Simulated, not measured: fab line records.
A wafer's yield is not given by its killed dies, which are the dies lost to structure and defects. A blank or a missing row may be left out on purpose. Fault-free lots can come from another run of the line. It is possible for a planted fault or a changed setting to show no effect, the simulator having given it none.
fab line records ; flow ritCmos
record: lots: 14; wafers: 42; lastDay: 7
route steps=202 shown M1@196
lots untouched by any fault: they come from a run of this same line in which no faults occurred
startH: hours from the record's first day to the start of the lot's first wafer shown ; waitH: how many hours have passed since the lot's step before this one ; " identical to the entry in the row above ; L1.1+2: a single row standing in for several wafers ; - value missing, or start not given ; * or withheld: withheld ; < > ~ a bound
route shown NAME@n: names a module that has steps shown in the file, with the first one's number in the route ; usual: average and standard deviation across the fault-free wafers ; same: alike in all rows ; chamber/n: place in a boat ; sites: each site's reading ; _std_site: the standard deviation of these ; _edge_site: mean of outer sites minus mean of inner sites ; radiusMm: how far each site lies from the wafer's centre ; mask NAME#n: copy n ; behind: the tool/chamber that last shaped the wafer ; hold: reason for holding the lot/hours on hold/outcome of the hold ; device: transistor that didn't switch, given as n, p or np ; end of line: tests run on the same wafers once the route is complete ; where a step has no rows: the recipe by itself ; killed: the dies lost at the first sort to structure and to defects; this is not the yield of the wafer ; map: the dies of a wafer, with x for killed, . for not killed, _ for no die there
set.NAME: the setting as run; set.NAME@STEP: as run at that earlier step ; model.NAME: the simulator's own value behind a step, which no gauge read
route steps across a sampled set of lots; one table per step, one row per wafer
services: when a tool's chamber went out of use (startH, in hours from the record's first day, below 0 if earlier), for how many hours, and the reason
== steps ==
step: RIT_M1_METAL_ETCH_12
recipe: stopOn: SiO2; chemistry: Cl2/BCl3; target: Al; timeS: 165; overEtchFrac: 0.5; pressureMtorr: 100; targetDepthA: 6000; rfW: 250; Cl2_flow_sccm: 60; bcl3FlowSccm: 50
usual: bcl3FlowSccm: 49.99/0.15; chamberPressureMTorr: 99.98/0.088; drypumpMotorCurrentA: 5.4/0.49; oesProductAu: 0.772/0.011; throttleValvePct: 8.36/0.11
lot.wafer;tool;chamber;startH;waitH;bcl3FlowSccm;chamberPressureMTorr;drypumpMotorCurrentA;oesProductAu;rfHoursCounterH;throttleValvePct
L715.1;rieMetal-04;0;65.48;0.2;50.27;99.96;5.5;0.779;33;8.44
L715.4;rieMetal-04;1;65.48;0.2;49.99;100.10;4.8;0.770;-;8.51
L715.6;rieMetal-04;1;65.48;0.2;50.00;99.96;4.8;0.781;-;8.53
L716.2;rieMetal-01;1;70.13;0.2;49.99;99.95;5.9;0.776;4;8.37
L716.3;rieMetal-01;1;70.13;0.2;49.94;99.99;5.9;0.767;-;8.36
L716.5;rieMetal-01;1;70.13;0.2;50.13;99.84;5.9;0.770;-;8.36
L717.1;rieMetal-02;0;71.91;0.2;49.98;99.80;5.6;0.749;1;8.42
L717.3;rieMetal-02;0;71.91;0.2;50.18;100.04;5.6;0.754;-;8.41
L717.6;rieMetal-02;0;71.91;0.2;49.98;99.91;5.6;0.769;-;8.41
L718.2;rieMetal-04;1;79.34;0.2;49.92;99.95;4.8;0.765;35;8.54
L718.5;rieMetal-04;0;79.34;0.2;49.84;99.86;5.5;0.775;-;8.45
L718.6;rieMetal-04;1;79.34;0.2;49.88;100.04;4.8;0.771;-;8.53
L719.1;rieMetal-01;0;84.02;0.2;-;-;-;-;-;-
L719.2;rieMetal-01;1;84.02;0.2;-;-;-;-;-;-
L719.4;rieMetal-01;0;84.02;0.2;-;-;-;-;-;-
L720.4;rieMetal-02;0;87.24;0.1;-;-;-;-;-;-
L720.5;rieMetal-02;0;87.24;0.1;-;-;-;-;-;-
L720.6;rieMetal-02;1;87.24;0.1;-;-;-;-;-;-
L729.2;rieMetal-02;0;131.54;0.2;49.73;100.10;5.6;0.745;1;8.42
L729.3;rieMetal-02;0;131.54;0.2;50.15;99.99;5.6;0.766;-;8.43
L729.4;rieMetal-02;1;131.54;0.2;49.86;99.96;4.7;0.792;-;8.20
L730.3;rieMetal-01;1;140.20;0.2;49.67;100.03;5.9;0.791;-;8.37
L730.5;rieMetal-01;1;140.20;0.2;50.04;100.05;5.9;0.768;-;8.35
L730.6;rieMetal-01;0;140.20;0.2;49.87;99.95;6.0;0.780;-;8.25
L731.1;rieMetal-02;1;140.73;0.2;50.25;100.14;4.7;0.775;2;8.18
L731.3;rieMetal-02;1;140.73;0.2;50.02;99.98;4.7;0.769;-;8.20
L731.6;rieMetal-02;0;140.73;0.2;49.93;99.89;5.6;0.760;-;8.43
L732.2;rieMetal-01;1;150.17;0.2;50.13;99.97;5.9;0.785;6;8.36
L732.5;rieMetal-01;0;150.17;0.2;50.19;99.99;6.0;0.785;-;8.25
L732.6;rieMetal-01;1;150.17;0.2;50.25;99.97;5.9;0.776;-;8.36
L733.2;rieMetal-02;0;153.62;0.2;50.02;100.08;5.6;0.752;2;8.43
L733.5;rieMetal-02;1;153.62;0.2;49.90;100.11;4.7;0.791;-;8.19
L733.6;rieMetal-02;0;153.62;0.2;50.28;100.04;5.6;0.750;-;8.42
L735.3;rieMetal-01;0;161.66;0.2;50.06;100.00;6.0;0.789;-;8.25
L735.4;rieMetal-01;1;161.66;0.2;49.76;100.07;5.9;0.778;-;8.35
L735.6;rieMetal-01;1;161.66;0.2;49.95;100.02;5.9;0.785;-;8.35
L736.4;rieMetal-02;1;168.20;0.1;50.36;99.96;4.7;0.779;-;8.20
L736.5;rieMetal-02;1;168.20;0.1;50.29;99.89;4.7;0.782;-;8.19
L736.6;rieMetal-02;0;168.20;0.1;50.04;99.93;5.6;0.758;-;8.43
L737.1;rieMetal-04;0;171.43;0.2;49.83;100.05;5.5;0.758;0;8.44
L737.4;rieMetal-04;0;171.43;0.2;49.85;100.06;5.5;0.771;-;8.44
L737.5;rieMetal-04;1;171.43;0.2;49.71;99.94;4.9;0.783;-;8.53
step: RIT_M1_CD_MEAS_90
recipe: targetCdNm: 2600
usual: cdNm: 2599.4/2
lot.wafer;tool;chamber;startH;waitH;cdNm
L715.1;cdSem-01;-;65.99;0.1;2602.5
L715.4;cdSem-01;-;65.99;0.1;2601.8
L715.6;cdSem-01;-;65.99;0.1;2601.3
L716.2;cdSem-02;-;70.70;0.1;2599.7
L716.3;cdSem-02;-;70.70;0.1;2599.0
L716.5;cdSem-02;-;70.70;0.1;2599.5
L717.1;cdSem-02;-;72.42;0.1;2599.2
L717.3;cdSem-02;-;72.42;0.1;2599.8
L717.6;cdSem-02;-;72.42;0.1;2598.2
L718.2;cdSem-02;-;79.87;0.1;2599.9
L718.5;cdSem-02;-;79.87;0.1;2599.9
L718.6;cdSem-02;-;79.87;0.1;2595.5
L719.1;cdSem-02;-;84.55;0.1;-
L719.2;cdSem-02;-;84.55;0.1;-
L719.4;cdSem-02;-;84.55;0.1;-
L720.4;cdSem-02;-;87.77;0.1;-
L720.5;cdSem-02;-;87.77;0.1;-
L720.6;cdSem-02;-;87.77;0.1;-
L729.2;cdSem-02;-;132.07;0.1;2598.1
L729.3;cdSem-02;-;132.07;0.1;2598.8
L729.4;cdSem-02;-;132.07;0.1;2597.4
L730.3;cdSem-02;-;140.71;0.1;2602.5
L730.5;cdSem-02;-;140.71;0.1;2602.6
L730.6;cdSem-02;-;140.71;0.1;2599.2
L731.1;cdSem-02;-;141.25;0.1;2601.6
L731.3;cdSem-02;-;141.25;0.1;2601.9
L731.6;cdSem-02;-;141.25;0.1;2601.2
L732.2;cdSem-01;-;150.70;0.1;2598.0
L732.5;cdSem-01;-;150.70;0.1;2599.1
L732.6;cdSem-01;-;150.70;0.1;2597.4
L733.2;cdSem-02;-;154.16;0.1;2596.4
L733.5;cdSem-02;-;154.16;0.1;2598.4
L733.6;cdSem-02;-;154.16;0.1;2596.6
L735.3;cdSem-02;-;162.18;0.1;2599.1
L735.4;cdSem-02;-;162.18;0.1;2600.6
L735.6;cdSem-02;-;162.18;0.1;2603.8
L736.4;cdSem-02;-;168.72;0.1;2597.8
L736.5;cdSem-02;-;168.72;0.1;2599.6
L736.6;cdSem-02;-;168.72;0.1;2598.0
L737.1;cdSem-01;-;171.94;0.1;2597.4
L737.4;cdSem-01;-;171.94;0.1;2598.8
L737.5;cdSem-01;-;171.94;0.1;2598.1
step: RIT_M1_PROBE_99
usual: defectLimitedYield: 97.3/1.2; killed_at_M0_to_M3: 0/0; killedAtContacts: 0.1/0.24; killedAtFrontEnd: 7/3.2; killedDies: 7/3.2; killedOnRim: 1.9/1.4; killedOpen: 3.6/2.1; killedShort: 3.5/2; sort_bin_3_pad_short: 0.1/0.18; sort_bin_5_function: 1.5/0.84; sort_bin_6_memory: 1.1/0.74; sortNPass: 257/3.2; sortYieldPct: 97.3/1.2
same: grossDies: 264; killed_at_M4_up: 0; killedAtBackSide: 0; killedAtOther: 0
lot.wafer;tool;chamber;startH;waitH;defectLimitedYield[%];killed_at_M0_to_M3;killedAtContacts;killedAtFrontEnd;killedDies;killedOnRim;killedOpen;killedShort;sort_bin_3_pad_short[%];sort_bin_5_function[%];sort_bin_6_memory[%];sortNPass;sortYieldPct[%]
L715.1;prober-01;-;67.73;0.1;97.3;0;0;7;7;2;3;4;0;1.9;0.8;257;97.3
L715.4;prober-01;-;67.88;0.2;98.1;0;0;5;5;2;2;3;0;1.5;0.4;259;98.1
L715.6;prober-01;-;67.98;0.2;95.8;0;1;10;11;5;7;4;0;2.7;1.5;253;95.8
L716.2;prober-02;-;72.47;0.1;97.7;0;0;6;6;1;4;2;0;1.5;0.8;258;97.7
L716.3;prober-02;-;72.52;0.2;97.3;0;0;7;7;2;4;3;0;2.3;0.4;257;97.3
L716.5;prober-02;-;72.62;0.2;96.2;0;0;10;10;4;4;6;0.4;2.3;1.1;254;96.2
L717.1;prober-01;-;74.16;0.1;99.6;0;0;1;1;0;1;0;0;0;0.4;263;99.6
L717.3;prober-01;-;74.26;0.2;98.1;0;0;5;5;1;1;4;0.4;1.1;0.4;259;98.1
L717.6;prober-01;-;74.41;0.2;97.7;0;0;6;6;4;3;3;0;0.4;1.9;258;97.7
L718.2;prober-02;-;81.64;0.1;98.1;0;0;5;5;2;3;2;0.4;0.4;1.1;259;98.1
L718.5;prober-02;-;81.79;0.2;95.8;0;0;11;11;2;7;4;0;1.5;2.7;253;95.8
L718.6;prober-02;-;81.84;0.2;95.8;0;0;11;11;0;6;5;0.4;2.3;1.5;253;95.8
L719.1;prober-01;-;86.29;0.1;0;259;0;5;264;70;4;1;0;98.9;1.1;0;0
L719.2;prober-01;-;86.34;0.1;0;257;0;7;264;70;4;3;0;99.6;0.4;0;0
L719.4;prober-01;-;86.44;0.2;0;257;0;7;264;70;4;3;0.4;98.9;0.8;0;0
L720.4;prober-02;-;89.60;0.2;0;262;0;2;264;70;1;1;0;100.0;0;0;0
L720.5;prober-02;-;89.65;0.2;0;260;1;3;264;70;1;3;0.4;99.2;0.4;0;0
L720.6;prober-02;-;89.70;0.2;0;259;0;5;264;70;2;3;0;99.2;0.8;0;0
L729.2;prober-01;-;133.84;0.1;97.0;0;0;8;8;3;5;3;0;0.8;2.3;256;97.0
L729.3;prober-01;-;133.89;0.2;97.0;0;0;8;8;2;5;3;0.4;1.1;1.5;256;97.0
L729.4;prober-01;-;133.94;0.2;97.0;0;0;8;8;4;4;4;0;1.1;1.9;256;97.0
L730.3;prober-02;-;142.51;0.2;96.2;0;0;10;10;2;4;6;0.4;2.3;1.1;254;96.2
L730.5;prober-02;-;142.61;0.2;97.0;0;0;8;8;0;3;5;0.4;1.9;0.8;256;97.0
L730.6;prober-02;-;142.66;0.2;97.0;0;0;8;8;2;2;6;0;1.5;1.5;256;97.0
L731.1;prober-01;-;143.91;0.1;99.2;0;0;2;2;1;1;1;0.4;0.4;0;262;99.2
L731.3;prober-01;-;144.01;0.2;98.1;0;0;5;5;5;1;4;0;1.5;0.4;259;98.1
L731.6;prober-01;-;144.16;0.2;96.6;0;0;9;9;2;3;6;0.4;1.1;1.9;255;96.6
L732.2;prober-02;-;152.47;0.1;98.5;0;0;4;4;1;1;3;0;1.1;0.4;260;98.5
L732.5;prober-02;-;152.62;0.2;97.7;0;0;6;6;2;3;3;0;1.1;1.1;258;97.7
L732.6;prober-02;-;152.67;0.2;98.5;0;0;4;4;1;2;2;0;1.1;0.4;260;98.5
L733.2;prober-01;-;155.93;0.1;97.0;0;0;8;8;0;5;3;0;2.3;0.8;256;97.0
L733.5;prober-01;-;156.08;0.2;98.5;0;1;3;4;2;4;0;0;0.8;0.8;260;98.5
L733.6;prober-01;-;156.13;0.2;97.7;0;0;6;6;0;1;5;0;1.5;0.8;258;97.7
L735.3;prober-01;-;163.98;0.2;98.1;0;0;5;5;2;1;4;0.4;0.8;0.8;259;98.1
L735.4;prober-01;-;164.03;0.2;97.7;0;0;6;6;0;3;3;0;0.8;1.5;258;97.7
L735.6;prober-01;-;164.13;0.2;98.5;0;0;4;4;1;2;2;0;0.8;0.8;260;98.5
L736.4;prober-02;-;170.55;0.2;97.0;0;1;7;8;1;5;3;0;2.7;0.4;256;97.0
L736.5;prober-02;-;170.60;0.2;98.5;0;0;4;4;2;2;2;0;1.5;0;260;98.5
L736.6;prober-02;-;170.65;0.2;98.5;0;0;4;4;1;2;2;0;0.4;1.1;260;98.5
L737.1;prober-01;-;173.68;0.1;93.6;0;0;17;17;2;11;6;0.8;3.0;2.7;247;93.6
L737.4;prober-01;-;173.83;0.2;93.2;0;0;18;18;3;10;8;0;3.0;3.8;246;93.2
L737.5;prober-01;-;173.88;0.2;96.2;0;0;10;10;3;5;5;0;1.9;1.9;254;96.2
killed by level:class
L715.1 FOX2:geometricParticle:short=2 GATE:geometricParticle:open=2 SPACER:geometricParticle:open=1 SPACER:geometricParticle:short=1 SILICIDE:geometricParticle:short=1
L715.4 SPACER:geometricParticle:short=2 FOX1:geometricParticle:short=1 FOX1:geometricParticle:open=1 SPACER:geometricParticle:open=1
L715.6 GATE:geometricParticle:open=5 REOX:geometricParticle:short=2 GATE:geometricParticle:short=1 SPACER:geometricParticle:open=1 SILICIDE:geometricParticle:short=1 CONTACT:geometricParticle:open=1
L716.2 GATE:geometricParticle:open=2 REOX:geometricParticle:open=2 FOX2:geometricParticle:short=1 GATE:geometricParticle:short=1
L716.3 FOX1:geometricParticle:open=2 GATE:geometricParticle:short=2 GATE:geometricParticle:open=2 FOX1:geometricParticle:short=1
L716.5 GATE:geometricParticle:open=4 GATE:geometricParticle:short=2 REOX:geometricParticle:short=2 SILICIDE:geometricParticle:short=2
L717.1 SPACER:geometricParticle:open=1
L717.3 REOX:geometricParticle:short=3 GATE:geometricParticle:short=1 GATE:geometricParticle:open=1
L717.6 FOX2:geometricParticle:short=1 REOX:geometricParticle:open=1 REOX:geometricParticle:short=1 SPACER:geometricParticle:open=1 SILICIDE:geometricParticle:open=1 SILICIDE:geometricParticle:short=1
L718.2 GATE:geometricParticle:open=2 FOX1:geometricParticle:open=1 GATE:geometricParticle:short=1 SPACER:geometricParticle:short=1
L718.5 GATE:geometricParticle:open=6 FOX1:geometricParticle:short=2 GATE:geometricParticle:short=1 REOX:geometricParticle:open=1 REOX:geometricParticle:short=1
L718.6 FOX1:geometricParticle:short=3 REOX:geometricParticle:open=2 SILICIDE:geometricParticle:short=2 FOX1:geometricParticle:open=1 GATE:geometricParticle:open=1 SPACER:geometricParticle:open=1 SILICIDE:geometricParticle:open=1
L719.1 M1:areaEtch=259 GATE:geometricParticle:open=2 FOX1:geometricParticle:open=1 FOX2:geometricParticle:open=1 GATE:geometricParticle:short=1
L719.2 M1:areaEtch=257 GATE:geometricParticle:open=4 GATE:geometricParticle:short=1 SPACER:geometricParticle:short=1 SILICIDE:geometricParticle:short=1
L719.4 M1:areaEtch=257 GATE:geometricParticle:short=3 GATE:geometricParticle:open=2 REOX:geometricParticle:open=1 SPACER:geometricParticle:open=1
L720.4 M1:areaEtch=262 GATE:geometricParticle:short=1 SILICIDE:geometricParticle:open=1
L720.5 M1:areaEtch=260 SILICIDE:geometricParticle:short=3 CONTACT:geometricParticle:open=1
L720.6 M1:areaEtch=259 GATE:geometricParticle:short=2 GATE:geometricParticle:open=1 REOX:geometricParticle:open=1 SILICIDE:geometricParticle:short=1
L729.2 GATE:geometricParticle:open=2 FOX2:geometricParticle:short=1 GATE:geometricParticle:short=1 REOX:geometricParticle:open=1 SPACER:geometricParticle:open=1 SILICIDE:geometricParticle:short=1 SILICIDE:geometricParticle:open=1
L729.3 GATE:geometricParticle:short=2 REOX:geometricParticle:open=2 FOX1:geometricParticle:open=1 GATE:geometricParticle:open=1 REOX:geometricParticle:short=1 SPACER:geometricParticle:open=1
L729.4 FOX2:geometricParticle:open=1 GATE:geometricParticle:open=1 GATE:geometricParticle:short=1 REOX:geometricParticle:short=1 REOX:geometricParticle:open=1 SPACER:geometricParticle:short=1 SILICIDE:geometricParticle:open=1 SILICIDE:geometricParticle:short=1
L730.3 REOX:geometricParticle:short=3 GATE:geometricParticle:open=2 GATE:geometricParticle:short=2 FOX2:geometricParticle:short=1 REOX:geometricParticle:open=1 SPACER:geometricParticle:open=1
L730.5 GATE:geometricParticle:short=3 FOX2:geometricParticle:open=1 GATE:geometricParticle:open=1 SPACER:geometricParticle:open=1 SPACER:geometricParticle:short=1 SILICIDE:geometricParticle:short=1
L730.6 GATE:geometricParticle:short=2 FOX1:geometricParticle:short=1 FOX2:geometricParticle:short=1 GATE:geometricParticle:open=1 REOX:geometricParticle:short=1 SPACER:geometricParticle:short=1 SILICIDE:geometricParticle:open=1
L731.1 FOX1:geometricParticle:open=1 FOX1:geometricParticle:short=1
L731.3 FOX2:geometricParticle:short=2 FOX1:geometricParticle:open=1 FOX1:geometricParticle:short=1 REOX:geometricParticle:short=1
L731.6 GATE:geometricParticle:short=3 FOX1:geometricParticle:open=2 REOX:geometricParticle:short=2 FOX1:geometricParticle:short=1 GATE:geometricParticle:open=1
L732.2 REOX:geometricParticle:short=2 FOX1:geometricParticle:short=1 REOX:geometricParticle:open=1
L732.5 GATE:geometricParticle:open=2 FOX1:geometricParticle:short=1 FOX2:geometricParticle:open=1 GATE:geometricParticle:short=1 SPACER:geometricParticle:short=1
L732.6 SPACER:geometricParticle:open=2 GATE:geometricParticle:short=2
L733.2 GATE:geometricParticle:short=2 GATE:geometricParticle:open=2 SILICIDE:geometricParticle:open=2 FOX2:geometricParticle:open=1 SILICIDE:geometricParticle:short=1
L733.5 GATE:geometricParticle:open=2 FOX2:geometricParticle:open=1 CONTACT:geometricParticle:open=1
L733.6 GATE:geometricParticle:short=2 SILICIDE:geometricParticle:short=2 FOX1:geometricParticle:short=1 GATE:geometricParticle:open=1
L735.3 GATE:geometricParticle:short=2 GATE:geometricParticle:open=1 REOX:geometricParticle:short=1 SPACER:geometricParticle:short=1
L735.4 REOX:geometricParticle:open=2 FOX1:geometricParticle:short=1 GATE:geometricParticle:open=1 GATE:geometricParticle:short=1 REOX:geometricParticle:short=1
L735.6 GATE:geometricParticle:open=2 FOX1:geometricParticle:short=1 GATE:geometricParticle:short=1
L736.4 FOX2:geometricParticle:short=2 GATE:geometricParticle:open=2 FOX2:geometricParticle:open=1 CONTACT:geometricParticle:open=1 SPACER:geometricParticle:open=1 SILICIDE:geometricParticle:short=1
L736.5 FOX2:geometricParticle:open=1 FOX2:geometricParticle:short=1 GATE:geometricParticle:short=1 SPACER:geometricParticle:open=1
L736.6 GATE:geometricParticle:open=2 FOX2:geometricParticle:short=1 GATE:geometricParticle:short=1
L737.1 GATE:geometricParticle:open=6 GATE:geometricParticle:short=3 FOX1:geometricParticle:open=2 REOX:geometricParticle:open=2 SILICIDE:geometricParticle:short=2 SPACER:geometricParticle:open=1 SPACER:geometricParticle:short=1
L737.4 GATE:geometricParticle:short=4 SPACER:geometricParticle:open=4 GATE:geometricParticle:open=3 SPACER:geometricParticle:short=3 FOX1:geometricParticle:open=1 FOX2:geometricParticle:short=1 FOX2:geometricParticle:open=1 SILICIDE:geometricParticle:open=1
L737.5 FOX2:geometricParticle:short=2 FOX2:geometricParticle:open=2 GATE:geometricParticle:short=2 GATE:geometricParticle:open=1 SPACER:geometricParticle:short=1 SPACER:geometricParticle:open=1 SILICIDE:geometricParticle:open=1
== services ==
tool;chamber;startH;hours;kind
rieMetal-04;-;47.79;14.6;pm
rieMetal-01;0;126.97;5.4;repair
rieMetal-02;-;135.19;1.4;pm
rieMetal-04;-;136.12;20.0;pm
rieMetal-04;0;136.12;20.0;ventCycle
rieMetal-04;1;136.12;20.0;ventCycle
rieMetal-04;0;156.12;-;clean
rieMetal-04;1;156.12;-;clean
== key ==
firstSign: step: RIT_M1_METAL_ETCH_12; reading: toolRecord; direction: missing
effect: step: RIT_M1_CD_MEAS_90; reading: cdNm; direction: missing
effect: step: RIT_M1_PROBE_99; reading: killed_at_M0_to_M3; direction: up; sigmas: 99+; usual: 0; struck: 259
moreKillsBornAt: RIT_M1_METAL_ETCH_12@rieMetal-02: 781; RIT_M1_METAL_ETCH_12@rieMetal-01: 773
metAt RIT_M1_METAL_ETCH_12
struckLots L719,L720
laterRowsLeftOut L719.1,L719.2,L719.4,L720.4,L720.5,L720.6
onsetBetween 71.91 84.02
fault: kind: skippedStepWhole; tool: rieMetal-01,rieMetal-02; chamber: -; onsetH: 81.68; steps: RIT_M1_METAL_ETCH_12; scope: struckLotsOnly
laterRowsLeftOut: the simulator's readings of these wafers behind a module that went badly wrong aren't trusted and aren't shown, but for the sort
